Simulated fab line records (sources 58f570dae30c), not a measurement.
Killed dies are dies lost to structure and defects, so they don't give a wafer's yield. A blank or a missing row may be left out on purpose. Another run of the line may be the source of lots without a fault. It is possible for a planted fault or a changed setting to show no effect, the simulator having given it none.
A single fault, viewed from 2 desks    flow berkeley_cmos170    every desk sees just its own numbers, and what lay behind them comes last

== DESK OF THE TOOL OWNER: implanter-02 ==
For each lot that ran on this tool, the mean over its sampled wafers that have a number, from the tool's own readings at UCB170_NLDD_IMPLANT_08. Any lot whose mean is over 4 standard deviations away from the usual mean is out of limits and marked OUT; that distance is given in the brackets.
Columns: A = dose_ions_cm2 at UCB170_NLDD_IMPLANT_08, usual 5e+13; B = faraday_current_uA at UCB170_NLDD_IMPLANT_08, usual 158
lot   first seen here  A                        B
L328  day 7 13:20      5e+13                    158
L331  day 7 13:40      5e+13                    160
L334  day 7 22:37      5e+13                    157
L330  day 7 23:20      3e+13 (-99 or more) OUT  87 (-22) OUT
L340  day 9 10:10      3e+13 (-99 or more) OUT  87 (-22) OUT
L341  day 9 11:37      3e+13 (-99 or more) OUT  87 (-22) OUT
This desk's finding: out of limits on L330, L340, L341; first on L330, day 7 23:20 (dose_ions_cm2 at UCB170_NLDD_IMPLANT_08). L328, L331, L334: within limits.

== AT THE METROLOGY DESK ==
What the gauges read for every lot (on any tool): the sampled wafers with a number, averaged. Any lot whose mean is over 4 standard deviations away from the usual mean is out of limits and marked OUT; that distance is given in the brackets.
Columns: A = FIELD_OXIDE_LEFT_1_THK at UCB170_FIELD_THK_MEAS_90, usual 441 nm; B = NLDD_TW at UCB170_NLDD_TW_MEAS_11, usual 2234; C = NSD_TW at UCB170_NSD_TW_MEAS_10, usual 4247; D = NLDD_RS at UCB170_SDANNEAL_RS_MEAS_05, usual 615.7 ohm/sq
lot   first seen here  A    B               C     D
L325  day 4 17:19      451  2235            4224  614.6
L326  day 5 04:22      425  2253            4211  616.6
L327  day 5 10:38      439  2228            4268  616.8
L329  day 5 20:29      442  2222            4235  615.7
L328  day 5 20:29      458  2253            4252  616.3
L331  day 6 05:52      439  2223            4264  616.4
L333  day 6 13:38      445  2231            4211  615.4
L335  day 6 13:41      438  2249            4289  614.3
L330  day 6 13:42      450  2079 (-12) OUT  4281  733.0 (+90) OUT
L334  day 6 13:43      429  2227            4231  616.3
L340  day 7 19:16      436  2073 (-12) OUT  4302  729.6 (+88) OUT
L341  day 8 05:49      462  2074 (-12) OUT  4278  731.1 (+89) OUT
L342  day 8 05:49      448  2223            4225  616.0
L347  day 9 08:07      440  2238            4234  617.3
L346  day 9 08:09      437  2247            4231  615.0
Finding of this desk: L330, L340, L341 out of limits, first seen on L330 at day 7 23:44 (NLDD_TW at UCB170_NLDD_TW_MEAS_11). L325, L326, L327, L329, L328, L331, L333, L335, L334, L342, L347, L346: within limits.

== PUT TOGETHER ==
An alarm could have come from the tool owner's desk at day 7 23:20, on L330, L340, L341.
Metrology desk: alarm possible at day 7 23:44 on L330, L340, L341.
Every lot named ran UCB170_NLDD_IMPLANT_08 on implanter-02.

== WHAT THE SIMULATOR PUT IN ==
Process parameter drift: implanter-02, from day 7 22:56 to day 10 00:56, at UCB170_NLDD_IMPLANT_08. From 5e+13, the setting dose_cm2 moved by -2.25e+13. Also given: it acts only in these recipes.
Shown lots that were struck: L330, L340, L341.
Fault start to first reading out of limits, in hours, per desk: tool owner, 0; metrology, 1.
